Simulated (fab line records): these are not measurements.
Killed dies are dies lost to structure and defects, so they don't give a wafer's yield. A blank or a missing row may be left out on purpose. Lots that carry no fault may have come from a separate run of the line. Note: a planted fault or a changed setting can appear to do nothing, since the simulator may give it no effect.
What tool caused it?    flow rit cmos    21 wafers from 7 lots sampled at 2 of the route's 202 steps

## WHAT THE GAUGES SHOWED, per wafer
RIT_ACTIVE_CD_MEAS_11: target cd 1400 nm.
lot   measured     on         cd nm (nm)
L750  day 2 00:52  cd sem-01  1399.3 1398.7 1397.9
L753  day 2 16:20  cd sem-02  1379.5 1379.8 1381.7 1379.7 1379.8 1381.3
L755  day 3 02:05  cd sem-01  1397.0 1393.7 1399.6
L757  day 3 13:50  cd sem-01  1402.5 1401.7 1402.6
L764  day 4 22:34  cd sem-02  1401.2 1400.1 1400.4
L768  day 5 22:18  cd sem-02  1395.5 1393.4 1394.3
L770  day 6 05:15  cd sem-01  1401.0 1401.5 1401.4

## EACH LOT AND THE TOOL THAT RAN IT (in order: tool; ch and the chambers of the sampled wafers; start)
lot   RIT_ACTIVE_DEVELOP_10
L750  litho track-03 ch 0, day 2 00:00
L753  litho track-03 ch 0, day 2 16:00
L755  litho track-02 ch 0, day 3 01:00
L757  litho track-04 ch 0, day 3 13:00
L764  litho track-04 ch 0, day 4 22:00
L768  litho track-03 ch 0, day 5 22:00
L770  litho track-04 ch 0, day 6 05:00
- RIT_ACTIVE_DEVELOP_10: develop time 50 s.

## THE ANSWER, worked out from the rows above alone
Rule: the usual values come from the lots themselves. The widest of any qualifying gaps counts: lots, ordered by their means at a reading, are off when they make up no more than a third of the lots, leave a main group of 4 or more, and stand apart from it by 3 or more times the standard deviation of that group's means. The tables above print the reading to a certain number of digits; a main group whose means all agree to those digits is not used. A lot without any number at a reading at which 4 lots or more have one is off too. Where the step has rows for the other lots, those lots are counted as sound.
Off: L753 (RIT_ACTIVE_CD_MEAS_11, cd nm). Main group: mean 1399.0 nm, sd 2.7.
A tool fits if, at a process step before that reading, it ran every lot that is off, and no sound lot after the first of them. Those tools and the gauges at RIT_ACTIVE_CD_MEAS_11 are tried in the same way. Of those tried, none fits.

## WHAT HAD BEEN PUT IN BY THE SIMULATOR
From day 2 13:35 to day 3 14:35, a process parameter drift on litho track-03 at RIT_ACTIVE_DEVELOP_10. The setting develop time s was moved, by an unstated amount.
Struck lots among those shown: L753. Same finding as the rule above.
